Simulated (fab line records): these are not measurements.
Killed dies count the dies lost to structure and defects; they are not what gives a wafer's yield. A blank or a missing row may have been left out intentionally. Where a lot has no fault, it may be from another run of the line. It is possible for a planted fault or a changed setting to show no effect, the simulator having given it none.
fab line records	flow rit_cmos
record: lots: 15	wafers: 45	last_day: 7
route steps=202 shown M1@184
lots that met no fault: from a run of the same line without faults
start_h: hours from the record's opening day to when the first of the lot's shown wafers began	wait_h: hours from the lot's prior step to this one	" identical to the entry in the row above	L1.1+2: several wafers, shown together as one row	- no value, or no start was given	* or withheld: withheld	< > ~ a bound
route shown NAME@n: NAME is a module with steps in the file, n the number in the route of the first one	usual: mean/standard deviation taken from wafers without a fault	same: alike in all rows	chamber/n: place in a boat	sites: the reading at each site	_std_site: standard deviation of those values	_edge_site: mean of outer sites minus mean of inner sites	radius_mm: for every site, how far away it sits from the centre of the wafer	mask NAME#n: copy n	behind: tool/chamber where the wafer was last shaped	hold: cause of the lot's hold/its duration in hours/its outcome	device: which transistor (n, p or np) failed to switch	end of line: tests run on the same wafers once the route is complete	where a step has no rows: the recipe by itself	killed: count of dies lost to structure and defects at first sort (not the wafer's yield)	map: shows each die of a wafer: x if killed, . if not, _ if none is there
set.NAME: the setting the step ran with; set.NAME@STEP: the setting that earlier step ran with	model.NAME: the simulator's own value behind a step, which no gauge read
route steps across a sampled set of lots; one table per step, one row per wafer
services: when a tool's chamber went out of use (start_h, in hours from the record's first day, below 0 if earlier), for how many hours, and the reason
== steps ==
step: RIT_M1_SPUTTER_00
recipe: material: Al	target_thk_nm: 400	power_w: 2000	chamber_pressure_pa: 0.4	gas: Ar	time_s: 500	substrate_temp_c: 25
usual: throttle_valve_pct: 30.2/0.97
lot.wafer	tool	chamber	start_h	wait_h	throttle_valve_pct
L957.4	pvd_sputter-03	-	53.53	0.0	31.1
L957.5	"	-	"	"	29.0
L957.6	"	-	"	"	31.1
L958.2	pvd_sputter-02	-	56.80	0.0	31.0
L958.3	"	-	"	"	29.7
L958.5	"	-	"	"	29.7
L959.1	pvd_sputter-03	-	64.10	0.0	29.1
L959.3	"	-	"	"	28.4
L959.5	"	-	"	"	31.1
L961.2	pvd_sputter-02	-	72.96	0.0	29.9
L961.5	"	-	"	"	29.8
L961.6	"	-	"	"	29.1
L962.1	pvd_sputter-01	-	77.44	0.0	31.1
L962.4	"	-	"	"	31.3
L962.6	"	-	"	"	31.2
L963.1	pvd_sputter-02	-	85.16	0.0	31.7
L963.2	"	-	"	"	29.1
L963.5	"	-	"	"	29.3
L965.4	pvd_sputter-02	-	94.27	0.0	29.7
L965.5	"	-	"	"	31.0
L965.6	"	-	"	"	29.4
L967.4	pvd_sputter-02	-	104.73	0.0	31.3
L967.5	"	-	"	"	31.0
L967.6	"	-	"	"	29.5
L968.1	pvd_sputter-02	-	111.98	0.0	29.4
L968.2	"	-	"	"	31.3
L968.6	"	-	"	"	31.4
L970.2	pvd_sputter-01	-	131.60	0.0	30.6
L970.4	"	-	"	"	31.3
L970.6	"	-	"	"	31.3
L971.1	pvd_sputter-02	-	131.99	0.0	31.3
L971.3	"	-	"	"	31.1
L971.4	"	-	"	"	29.3
L971.1	pvd_sputter-02	-	132.45	0.3	31.3
L971.3	"	-	"	"	30.9
L971.4	"	-	"	"	29.3
L973.1	pvd_sputter-02	-	144.05	0.0	31.0
L973.2	"	-	"	"	29.7
L973.6	"	-	"	"	29.2
L975.1	pvd_sputter-03	-	151.02	0.0	28.0
L975.4	"	-	"	"	31.0
L975.5	"	-	"	"	28.1
L975.1	pvd_sputter-03	-	151.48	0.3	28.3
L975.4	"	-	"	"	31.0
L975.5	"	-	"	"	28.3
L977.1	pvd_sputter-03	-	158.85	0.0	30.3
L977.3	"	-	"	"	31.2
L977.5	"	-	"	"	30.5
L977.1	pvd_sputter-03	-	159.31	0.3	30.0
L977.3	"	-	"	"	31.0
L977.5	"	-	"	"	30.5
L980.3	pvd_sputter-02	-	169.36	0.0	31.3
L980.4	"	-	"	"	31.2
L980.5	"	-	"	"	29.9
step: RIT_M1_RS_MEAS_01
recipe: thk_meas_gauge: four-point-probe	reads: Al_of_M1_SPUTTER_00
usual: M1_AL_RS: 0.0736/0.0007
lot.wafer	tool	chamber	start_h	wait_h	M1_AL_RS[ohm/sq]
L957.4	film_metro-02	-	53.89	0.2	0.0730
L957.5	"	-	"	"	0.0734
L957.6	"	-	"	"	0.0733
L958.2	film_metro-01	-	57.12	0.2	0.0735
L958.3	"	-	"	"	0.0734
L958.5	"	-	"	"	0.0735
L959.1	film_metro-03	-	64.40	0.1	0.0729
L959.3	"	-	"	"	0.0728
L959.5	"	-	"	"	0.0722
L961.2	film_metro-01	-	73.28	0.2	0.0747
L961.5	"	-	"	"	0.0750
L961.6	"	-	"	"	0.0744
L962.1	film_metro-02	-	77.73	0.1	0.0728
L962.4	"	-	"	"	0.0735
L962.6	"	-	"	"	0.0729
L963.1	film_metro-02	-	85.45	0.1	0.0741
L963.2	"	-	"	"	0.0746
L963.5	"	-	"	"	0.0745
L965.4	film_metro-01	-	94.62	0.2	0.0729
L965.5	"	-	"	"	0.0733
L965.6	"	-	"	"	0.0725
L967.4	film_metro-03	-	105.08	0.2	0.0734
L967.5	"	-	"	"	0.0737
L967.6	"	-	"	"	0.0729
L968.1	film_metro-01	-	112.27	0.1	0.0738
L968.2	"	-	"	"	0.0741
L968.6	"	-	"	"	0.0739
L970.2	film_metro-01	-	131.92	0.2	0.0731
L970.4	"	-	"	"	0.0723
L970.6	"	-	"	"	0.0725
L971.1	film_metro-02	-	132.74	0.1	0.0366
L971.3	"	-	"	"	0.0366
L971.4	"	-	"	"	0.0366
L973.1	film_metro-03	-	144.35	0.1	0.0736
L973.2	"	-	"	"	0.0748
L973.6	"	-	"	"	0.0739
L975.1	film_metro-02	-	151.78	0.1	0.0362
L975.4	"	-	"	"	0.0364
L975.5	"	-	"	"	0.0360
L977.1	film_metro-02	-	159.60	0.1	0.0366
L977.3	"	-	"	"	0.0364
L977.5	"	-	"	"	0.0366
L980.3	film_metro-02	-	169.69	0.2	0.0749
L980.4	"	-	"	"	0.0748
L980.5	"	-	"	"	0.0750
step: RIT_M1_THK_MEAS_02
recipe: thk_meas_gauge: xrf	reads: Al_of_M1_SPUTTER_00
usual: M1_AL_THK: 397/3.9
lot.wafer	tool	chamber	start_h	wait_h	M1_AL_THK[nm]
L957.4	film_metro-02	-	53.98	0.1	401
L957.5	"	-	"	"	396
L957.6	"	-	"	"	395
L958.2	film_metro-01	-	57.23	0.1	396
L958.3	"	-	"	"	403
L958.5	"	-	"	"	398
L959.1	film_metro-03	-	64.52	0.1	401
L959.3	"	-	"	"	398
L959.5	"	-	"	"	402
L961.2	film_metro-01	-	73.39	0.1	390
L961.5	"	-	"	"	391
L961.6	"	-	"	"	392
L962.1	film_metro-02	-	77.85	0.1	404
L962.4	"	-	"	"	398
L962.6	"	-	"	"	402
L963.1	film_metro-02	-	85.57	0.1	394
L963.2	"	-	"	"	394
L963.5	"	-	"	"	394
L965.4	film_metro-01	-	94.71	0.1	400
L965.5	"	-	"	"	399
L965.6	"	-	"	"	405
L967.4	film_metro-03	-	105.17	0.1	396
L967.5	"	-	"	"	393
L967.6	"	-	"	"	395
L968.1	film_metro-01	-	112.39	0.1	396
L968.2	"	-	"	"	395
L968.6	"	-	"	"	397
L970.2	film_metro-01	-	132.03	0.1	399
L970.4	"	-	"	"	402
L970.6	"	-	"	"	403
L971.1	film_metro-02	-	132.86	0.1	788
L971.3	"	-	"	"	787
L971.4	"	-	"	"	786
L973.1	film_metro-03	-	144.47	0.1	396
L973.2	"	-	"	"	390
L973.6	"	-	"	"	394
L975.1	film_metro-02	-	151.90	0.1	805
L975.4	"	-	"	"	801
L975.5	"	-	"	"	800
L977.1	film_metro-02	-	159.72	0.1	792
L977.3	"	-	"	"	797
L977.5	"	-	"	"	796
L980.3	film_metro-02	-	169.79	0.1	393
L980.4	"	-	"	"	392
L980.5	"	-	"	"	392
step: RIT_M1_PROBE_99
usual: defect_limited_yield: 97.5/1	killed_at_M0_to_M3: 0.0/0.12	killed_at_contacts: 0.1/0.24	killed_at_front_end: 6.6/2.7	killed_dies: 6.6/2.7	killed_on_rim: 1.7/1.3	killed_open: 3.3/1.8	killed_short: 3.4/1.9	sort_bin_3_pad_short: 0.1/0.19	sort_bin_5_function: 1.5/0.78	sort_bin_6_memory: 0.9/0.63	sort_n_pass: 257.4/2.7	sort_yield_pct: 97.5/1
same: gross_dies: 264	killed_at_M4_up: 0	killed_at_back_side: 0	killed_at_other: 0
lot.wafer	tool	chamber	start_h	wait_h	defect_limited_yield[%]	killed_at_M0_to_M3	killed_at_contacts	killed_at_front_end	killed_dies	killed_on_rim	killed_open	killed_short	sort_bin_3_pad_short[%]	sort_bin_5_function[%]	sort_bin_6_memory[%]	sort_n_pass	sort_yield_pct[%]
L957.4	prober-01	-	57.69	0.2	96.6	0	0	9	9	1	3	6	0	1.1	2.3	255.0	96.6
L957.5	prober-01	-	57.74	0.2	97.0	0	0	8	8	3	3	5	0.4	1.5	1.1	256.0	97.0
L957.6	prober-01	-	57.79	0.2	96.6	0	0	9	9	3	3	6	0.4	1.9	1.1	255.0	96.6
L958.2	prober-02	-	61.73	0.1	97.7	0	0	6	6	4	5	1	0	1.9	0.4	258.0	97.7
L958.3	prober-02	-	61.78	0.2	96.6	0	0	9	9	2	5	4	0	2.7	0.8	255.0	96.6
L958.5	prober-02	-	61.88	0.2	97.7	0	0	6	6	2	4	2	0	1.1	1.1	258.0	97.7
L965.4	prober-01	-	99.24	0.2	96.6	0	0	9	9	3	7	2	0	1.1	2.3	255.0	96.6
L965.5	prober-01	-	99.29	0.2	98.1	0	1	4	5	1	4	1	0	1.5	0.4	259.0	98.1
L965.6	prober-01	-	99.34	0.2	96.2	0	0	10	10	3	3	7	0	2.7	1.1	254.0	96.2
L968.1	prober-02	-	116.98	0.1	97.7	0	0	6	6	3	3	3	0.4	1.5	0.4	258.0	97.7
L968.2	prober-02	-	117.03	0.1	97.7	0	0	6	6	2	4	2	0	1.9	0.4	258.0	97.7
L968.6	prober-02	-	117.23	0.2	96.6	0	0	9	9	2	3	6	0.4	0.8	2.3	255.0	96.6
L970.2	prober-02	-	136.10	0.1	98.9	0	0	3	3	0	2	1	0	0.8	0.4	261.0	98.9
L970.4	prober-02	-	136.20	0.2	98.5	0	1	3	4	1	1	3	0	1.1	0.4	260.0	98.5
L970.6	prober-02	-	136.30	0.2	98.1	0	0	5	5	2	2	3	0.4	1.1	0.4	259.0	98.1
L971.1	prober-01	-	136.87	0.1	0	260	0	4	264	70	2	2	0	99.2	0.8	0	0
L971.3	prober-01	-	136.97	0.2	0	255	0	9	264	70	4	5	0	98.9	1.1	0	0
L971.4	prober-01	-	137.02	0.2	0	255	0	9	264	70	5	4	0	99.6	0.4	0	0
L973.1	prober-01	-	148.81	0.1	98.1	0	0	5	5	3	4	1	0	0.8	1.1	259.0	98.1
L973.6	prober-01	-	149.06	0.2	96.6	0	0	9	9	2	5	4	0.4	1.9	1.1	255.0	96.6
L975.1	prober-01	-	155.95	0.1	0	255	0	9	264	70	7	2	0.4	98.9	0.8	0	0
L975.4	prober-01	-	156.10	0.2	0	252	1	11	264	70	4	8	0.4	97.7	1.9	0	0
L975.5	prober-01	-	156.15	0.2	0	260	0	4	264	70	2	2	0	100.0	0	0	0
L977.1	prober-01	-	164.18	0.1	0	257	0	7	264	70	4	3	0.4	99.2	0.4	0	0
L977.3	prober-01	-	164.28	0.2	0	259	0	5	264	70	2	3	0.4	98.5	1.1	0	0
L977.5	prober-01	-	164.38	0.2	0	258	0	6	264	70	3	3	0	99.2	0.8	0	0
killed by level:class
L957.4 SPACER:geometric_particle:short=3 SILICIDE:geometric_particle:open=2 SILICIDE:geometric_particle:short=2 GATE:geometric_particle:short=1 REOX:geometric_particle:open=1
L957.5 REOX:geometric_particle:short=2 FOX1:geometric_particle:short=1 FOX1:geometric_particle:open=1 FOX2:geometric_particle:open=1 GATE:geometric_particle:open=1 SPACER:geometric_particle:short=1 SILICIDE:geometric_particle:short=1
L957.6 GATE:geometric_particle:short=2 REOX:geometric_particle:short=2 FOX1:geometric_particle:open=1 FOX2:geometric_particle:short=1 GATE:geometric_particle:open=1 SPACER:geometric_particle:open=1 SILICIDE:geometric_particle:short=1
L958.2 SPACER:geometric_particle:open=4 GATE:geometric_particle:open=1 SPACER:geometric_particle:short=1
L958.3 FOX2:geometric_particle:short=2 FOX2:geometric_particle:open=2 REOX:geometric_particle:open=1 FOX1:geometric_particle:open=1 SPACER:geometric_particle:open=1 SPACER:geometric_particle:short=1 SILICIDE:geometric_particle:short=1
L958.5 SILICIDE:geometric_particle:open=2 FOX1:geometric_particle:open=1 FOX2:geometric_particle:open=1 REOX:geometric_particle:short=1 SILICIDE:geometric_particle:short=1
L965.4 GATE:geometric_particle:open=2 SILICIDE:geometric_particle:open=2 FOX1:geometric_particle:short=1 FOX1:geometric_particle:open=1 FOX2:geometric_particle:open=1 GATE:geometric_particle:short=1 SPACER:geometric_particle:open=1
L965.5 FOX2:geometric_particle:open=1 GATE:geometric_particle:open=1 SPACER:geometric_particle:short=1 SPACER:geometric_particle:open=1 CONTACT:geometric_particle:open=1
L965.6 GATE:geometric_particle:short=3 FOX1:geometric_particle:short=2 GATE:geometric_particle:open=2 FOX2:geometric_particle:open=1 FOX2:geometric_particle:short=1 REOX:geometric_particle:short=1
L968.1 GATE:geometric_particle:open=2 FOX1:geometric_particle:short=1 FOX2:geometric_particle:short=1 SILICIDE:geometric_particle:open=1 SILICIDE:geometric_particle:short=1
L968.2 GATE:geometric_particle:open=3 FOX1:geometric_particle:short=1 GATE:geometric_particle:short=1 SPACER:geometric_particle:open=1
L968.6 GATE:geometric_particle:short=3 SILICIDE:geometric_particle:short=2 FOX2:geometric_particle:short=1 GATE:geometric_particle:open=1 SPACER:geometric_particle:open=1 SILICIDE:geometric_particle:open=1
L970.2 GATE:geometric_particle:open=2 GATE:geometric_particle:short=1
L970.4 GATE:geometric_particle:short=2 FOX1:geometric_particle:open=1 CONTACT:geometric_particle:short=1
L970.6 FOX1:geometric_particle:open=1 GATE:geometric_particle:open=1 GATE:geometric_particle:short=1 REOX:geometric_particle:short=1 SILICIDE:geometric_particle:short=1
L971.1 M1:area_etch=260 FOX1:geometric_particle:open=1 REOX:geometric_particle:short=1 SPACER:geometric_particle:short=1 SPACER:geometric_particle:open=1
L971.3 M1:area_etch=255 GATE:geometric_particle:short=4 GATE:geometric_particle:open=3 SPACER:geometric_particle:open=1 SPACER:geometric_particle:short=1
L971.4 M1:area_etch=255 SPACER:geometric_particle:open=4 FOX1:geometric_particle:short=2 FOX1:geometric_particle:open=1 GATE:geometric_particle:short=1 SILICIDE:geometric_particle:short=1
L973.1 SILICIDE:geometric_particle:open=2 GATE:geometric_particle:open=1 REOX:geometric_particle:open=1 SILICIDE:geometric_particle:short=1
L973.6 FOX1:geometric_particle:short=3 SILICIDE:geometric_particle:open=3 GATE:geometric_particle:open=2 FOX2:geometric_particle:short=1
L975.1 M1:area_etch=255 GATE:geometric_particle:open=3 SILICIDE:geometric_particle:open=2 FOX2:geometric_particle:open=1 GATE:geometric_particle:short=1 REOX:geometric_particle:open=1 SILICIDE:geometric_particle:short=1
L975.4 M1:area_etch=252 GATE:geometric_particle:short=4 FOX1:geometric_particle:short=3 FOX2:geometric_particle:open=2 GATE:geometric_particle:open=1 SILICIDE:geometric_particle:short=1 CONTACT:geometric_particle:open=1
L975.5 M1:area_etch=260 FOX1:geometric_particle:short=1 FOX1:geometric_particle:open=1 FOX2:geometric_particle:open=1 GATE:geometric_particle:short=1
L977.1 M1:area_etch=257 FOX1:geometric_particle:open=2 FOX1:geometric_particle:short=1 GATE:geometric_particle:short=1 GATE:geometric_particle:open=1 REOX:geometric_particle:open=1 SPACER:geometric_particle:short=1
L977.3 M1:area_etch=259 FOX1:geometric_particle:short=1 GATE:geometric_particle:short=1 REOX:geometric_particle:open=1 SPACER:geometric_particle:short=1 SILICIDE:geometric_particle:open=1
L977.5 M1:area_etch=258 GATE:geometric_particle:short=3 GATE:geometric_particle:open=2 SILICIDE:geometric_particle:open=1
== services ==
tool	chamber	start_h	hours	kind
pvd_sputter-03	-	29.76	0.6	repair
pvd_sputter-01	-	41.94	0.6	repair
pvd_sputter-01	-	57.82	8.3	repair
pvd_sputter-01	-	96.90	34.4	repair
pvd_sputter-03	-	100.29	3.2	repair
pvd_sputter-03	-	116.03	5.1	repair
pvd_sputter-02	-	145.73	5.8	repair
== key ==
first_sign: step: RIT_M1_SPUTTER_00	reading: visit	direction: added
effect: step: RIT_M1_RS_MEAS_01	reading: M1_AL_RS	direction: down	sigmas: 53	usual: 0.0736	struck: 0.0364
effect: step: RIT_M1_THK_MEAS_02	reading: M1_AL_THK	direction: up	sigmas: 99+	usual: 397	struck: 795
effect: step: RIT_M1_PROBE_99	reading: killed_at_M0_to_M3	direction: up	sigmas: 99+	usual: 0.0	struck: 256.8
more_kills_born_at: RIT_M1_METAL_ETCH_12@rie_metal-01: 774	RIT_M1_METAL_ETCH_12@rie_metal-02: 770	RIT_M1_METAL_ETCH_12@rie_metal-03: 767
met_at RIT_M1_SPUTTER_00
struck_lots L971,L975,L977
later_rows_left_out L971.1,L971.3,L971.4,L975.1,L975.4,L975.5,L977.1,L977.3,L977.5
fault: kind: repeated_step_whole	tool: pvd_sputter-01,pvd_sputter-02,pvd_sputter-03	chamber: -	onset_h: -	steps: RIT_M1_SPUTTER_00	times: 1	scope: struck_lots_only
later_rows_left_out: the simulator's readings of these wafers behind a module that went badly wrong aren't trusted and aren't shown, but for the sort
